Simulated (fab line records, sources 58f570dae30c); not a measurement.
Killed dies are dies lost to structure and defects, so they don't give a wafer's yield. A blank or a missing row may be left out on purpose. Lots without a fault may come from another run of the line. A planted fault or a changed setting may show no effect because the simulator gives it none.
Which tool did it? | flow berkeley_cmos170 | 14 lots, 42 wafers sampled, at 6 steps of a route of 331

WHAT THE GAUGES READ, wafer by wafer
UCB170_START_BOW_MEAS_00.
lot  | measured    | on            | INCOMING_BOW (um)
L534 | day 1 10:04 | film_metro-04 | 6 -2 0
L536 | day 1 20:01 | film_metro-04 | 1 12 8
L537 | day 2 01:01 | film_metro-02 | -5 4 3
L538 | day 2 06:00 | film_metro-04 | 0 6 -9
L539 | day 2 11:01 | film_metro-02 | 3 -2 1
L541 | day 2 21:00 | film_metro-04 | -14 -12 6
L542 | day 3 02:04 | film_metro-04 | 6 7 -4
L543 | day 3 07:00 | film_metro-04 | 3 -5 1
L544 | day 3 12:00 | film_metro-04 | 1 -13 -8
L545 | day 3 17:01 | film_metro-02 | 4 -7 -6
L546 | day 3 22:00 | film_metro-01 | 6 1 -3
L549 | day 4 13:01 | film_metro-01 | 5 -1 0
L552 | day 5 04:01 | film_metro-01 | 0 4 -6
L556 | day 6 00:02 | film_metro-04 | 1 -17 7

UCB170_SPACER_THK_MEAS_01.
lot  | measured     | on            | SPACER_TEOS_THK (nm)
L534 | day 7 07:43  | film_metro-03 | 372 377 375
L536 | day 7 20:23  | film_metro-02 | 378 377 386
L537 | day 8 06:59  | film_metro-03 | 368 374 374
L538 | day 8 06:44  | film_metro-04 | 378 383 383
L539 | day 8 23:19  | film_metro-02 | 369 372 372
L541 | day 8 23:06  | film_metro-03 | 376 377 380
L542 | day 8 23:30  | film_metro-03 | 370 381 372
L543 | day 9 18:44  | film_metro-03 | 371 380 379
L544 | day 9 18:58  | film_metro-04 | 370 376 376
L545 | day 10 14:25 | film_metro-04 | 379 381 384
L546 | day 10 14:10 | film_metro-02 | 375 370 381
L549 | day 11 20:04 | film_metro-03 | 381 256 383
L552 | day 11 18:53 | film_metro-03 | 250 372 378
L556 | day 13 12:22 | film_metro-02 | 381 377 384

UCB170_M3_CD_MEAS_15: target cd 700 nm.
lot  | measured     | on        | cd_nm (nm)
L534 | day 8 20:48  | cd_sem-02 | 701.3 700.5 700.4
L536 | day 9 02:59  | cd_sem-02 | 701.3 701.5 701.1
L537 | day 9 18:23  | cd_sem-01 | 701.2 700.4 701.3
L538 | day 9 21:19  | cd_sem-01 | 698.8 698.6 699.4
L539 | day 10 11:26 | cd_sem-01 | 699.8 700.8 701.7
L541 | day 10 11:38 | cd_sem-02 | 702.3 702.5 705.1
L542 | day 10 09:29 | cd_sem-01 | 701.6 701.1 700.6
L543 | day 11 04:40 | cd_sem-02 | 699.5 699.8 701.0
L544 | day 11 06:04 | cd_sem-01 | 697.6 698.9 696.4
L545 | day 12 03:15 | cd_sem-02 | 698.7 698.4 699.5
L546 | day 12 02:14 | cd_sem-02 | 699.7 699.3 700.8
L549 | day 14 01:26 | cd_sem-02 | 703.6 702.2 704.4
L552 | day 14 00:17 | cd_sem-02 | 700.2 700.3 699.3
L556 | day 15 02:46 | cd_sem-02 | 701.7 702.6 702.1

WHICH TOOL RAN EACH LOT (tool, then ch and the chambers of the sampled wafers, then the start)
lot  | UCB170_SPACER_CVD_00            | UCB170_SPACER_ETCHBACK_03          | UCB170_M3_STRIP_07
L534 | pecvd-04 ch 0,1,2, day 7 07:40  | rie_diel-01 ch 0,3, day 7 14:35    | plasma_asher-04 ch 0,1, day 8 19:30
L536 | pecvd-01 ch 0,1,2, day 7 20:20  | rie_diel-01 ch 1,2,3, day 8 03:33  | plasma_asher-04 ch 0,1, day 9 01:41
L537 | pecvd-04 ch 0,2, day 8 06:56    | rie_diel-02 ch 2,3, day 8 16:28    | plasma_asher-01 ch 0,1, day 9 17:14
L538 | pecvd-01 ch 1,2, day 8 06:41    | rie_diel-03 ch 1,2, day 8 16:28    | plasma_asher-02 ch 0,1, day 9 20:05
L539 | pecvd-04 ch 0,1,2, day 8 23:16  | rie_diel-02 ch 0,1, day 9 07:59    | plasma_asher-01 ch 0,1, day 10 09:55
L541 | pecvd-03 ch 0,1,2, day 8 23:04  | rie_diel-03 ch 0,2,3, day 9 07:59  | plasma_asher-02 ch 0,1, day 10 09:58
L542 | pecvd-01 ch 0,1,2, day 8 23:27  | rie_diel-03 ch 1,2, day 9 08:04    | plasma_asher-02 ch 0,1, day 10 08:08
L543 | pecvd-03 ch 0,2, day 9 18:42    | rie_diel-03 ch 1,2,3, day 10 05:27 | plasma_asher-01 ch 0, day 11 03:25
L544 | pecvd-01 ch 0,2, day 9 18:55    | rie_diel-02 ch 1,2, day 10 05:27   | plasma_asher-02 ch 0,1, day 11 04:49
L545 | pecvd-03 ch 0,1,2, day 10 14:22 | rie_diel-03 ch 0,3, day 10 22:46   | plasma_asher-02 ch 0,1, day 11 23:51
L546 | pecvd-01 ch 0,1, day 10 14:07   | rie_diel-01 ch 1,2,3, day 10 22:46 | plasma_asher-04 ch 0, day 11 23:04
L549 | pecvd-03 ch 0,1,2, day 11 20:01 | rie_diel-01 ch 1,2,3, day 12 00:05 | plasma_asher-02 ch 0,1, day 13 23:33
L552 | pecvd-03 ch 0,1,2, day 11 18:50 | rie_diel-01 ch 0,1,2, day 12 00:01 | plasma_asher-04 ch 0,1, day 13 22:48
L556 | pecvd-01 ch 0,1,2, day 13 12:19 | rie_diel-01 ch 0,1,3, day 13 16:16 | plasma_asher-02 ch 0,1, day 14 23:40
- UCB170_SPACER_CVD_00: deposits SiO2 from TEOS/O2, target thk 376 nm, time 47 s.
- UCB170_SPACER_ETCHBACK_03: etches SiO2 in CHF3/CF4/Ar, stops on Si, target depth 376 nm, time 100 s.
- UCB170_M3_STRIP_07: strips in O2.

WHAT THE TOOLS THEMSELVES READ (means of the sampled wafers that have a number; where no wafer has one, the mark that the record gives instead)
UCB170_SPACER_CVD_00.
lot  | tool     | heater_power_w (W) | rf_fwd_power_W (W)
L534 | pecvd-04 | 238                | 542.1
L536 | pecvd-01 | 246                | 546.1
L537 | pecvd-04 | 292                | 542.3
L538 | pecvd-01 | 306                | 543.3
L539 | pecvd-04 | 241                | 541.9
L541 | pecvd-03 | 368                | 544.4
L542 | pecvd-01 | 257                | 544.6
L543 | pecvd-03 | 344                | 547.1
L544 | pecvd-01 | 318                | 546.1
L545 | pecvd-03 | 360                | 544.3
L546 | pecvd-01 | 189                | 546.1
L549 | pecvd-03 | 338                | 546.6
L552 | pecvd-03 | 356                | 546.7
L556 | pecvd-01 | 251                | 545.7

UCB170_SPACER_ETCHBACK_03.
lot  | tool        | drypump_motor_current_A (A) | oes_product_au (a.u.) | rf_fwd_power_W (W) | throttle_valve_pct (%)
L534 | rie_diel-01 | 5.67                        | 0.891                 | 498.0              | 6.52
L536 | rie_diel-01 | 5.72                        | 0.903                 | 496.4              | 6.47
L537 | rie_diel-02 | 5.90                        | 0.893                 | 496.5              | 6.50
L538 | rie_diel-03 | 5.92                        | 0.916                 | 496.5              | 6.53
L539 | rie_diel-02 | 5.78                        | 0.881                 | 497.2              | 6.46
L541 | rie_diel-03 | 5.49                        | 0.914                 | 497.9              | 6.46
L542 | rie_diel-03 | 5.91                        | 0.901                 | 497.1              | 6.53
L543 | rie_diel-03 | 5.64                        | 0.907                 | 498.4              | 6.54
L544 | rie_diel-02 | 6.11                        | 0.893                 | 496.7              | 6.54
L545 | rie_diel-03 | 5.47                        | 0.925                 | 497.6              | 6.48
L546 | rie_diel-01 | 5.72                        | 0.892                 | 497.4              | 6.45
L549 | rie_diel-01 | 5.73                        | 0.836                 | 496.8              | 6.45
L552 | rie_diel-01 | 5.67                        | 0.815                 | 496.9              | 6.52
L556 | rie_diel-01 | 5.81                        | 0.901                 | 496.8              | 6.50

UCB170_M3_STRIP_07.
lot  | tool            | drypump_motor_current_A (A) | oes_product_au (a.u.) | strip_time_to_endpoint_s (s)
L534 | plasma_asher-04 | 5.7                         | 0.731                 | 21.97
L536 | plasma_asher-04 | 5.3                         | 0.731                 | 21.91
L537 | plasma_asher-01 | 5.8                         | 0.731                 | 21.97
L538 | plasma_asher-02 | 5.8                         | 0.738                 | 21.91
L539 | plasma_asher-01 | 6.0                         | 0.732                 | 21.96
L541 | plasma_asher-02 | 5.5                         | 0.737                 | 21.85
L542 | plasma_asher-02 | 5.5                         | 0.737                 | 21.94
L543 | plasma_asher-01 | 6.3                         | 0.731                 | 21.91
L544 | plasma_asher-02 | 5.8                         | 0.731                 | 21.91
L545 | plasma_asher-02 | 5.5                         | 0.734                 | 21.92
L546 | plasma_asher-04 | 6.1                         | 0.735                 | 21.90
L549 | plasma_asher-02 | 5.8                         | 0.733                 | 21.88
L552 | plasma_asher-04 | 5.7                         | 0.730                 | 21.89
L556 | plasma_asher-02 | 5.8                         | 0.733                 | 21.96

THE ANSWER, worked out from the rows above alone
Rule: what is usual is taken from the lots themselves. Put in order of their means at a reading, lots are off if they are a third of the lots or fewer, leave a main group of 4 or more, and stand apart from it by a gap of 3 or more times the standard deviation of the main group's means; of several such gaps the widest counts. A main group whose means are all the same, to the digits that the tables above print for the reading, isn't used. A lot without any number at a reading at which 4 lots or more have one is off too. The other lots that the step has rows for count as sound. The gauges are gone through in route order, then the tools' own readings, and for those a lot's mean is taken as printed above. The first step at which some lot is off is used, and at that step the reading that is off furthest; a lot without a number counts as furthest.
Off: L549, L552, at UCB170_SPACER_THK_MEAS_01 (SPACER_TEOS_THK). The main group: mean 377 nm, standard deviation 3.5.
A tool fits if, at a process step before that reading, it ran every lot that is off, and no sound lot after the first of them. The gauges at UCB170_SPACER_THK_MEAS_01 aren't tried: what is off there is off at UCB170_SPACER_ETCHBACK_03 too, on other tools, and a gauge's error can't cause that. One fits: pecvd-03 at UCB170_SPACER_CVD_00. Its last sound lot is L545 (day 10 14:22), its first lot that is off L552 (day 11 18:50): a fault that began between those two fits.

WHAT THE SIMULATOR HAD PUT IN
Process parameter drift: pecvd-03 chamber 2, from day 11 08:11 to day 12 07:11, at UCB170_SPACER_CVD_00. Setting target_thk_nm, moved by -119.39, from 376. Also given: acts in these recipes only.
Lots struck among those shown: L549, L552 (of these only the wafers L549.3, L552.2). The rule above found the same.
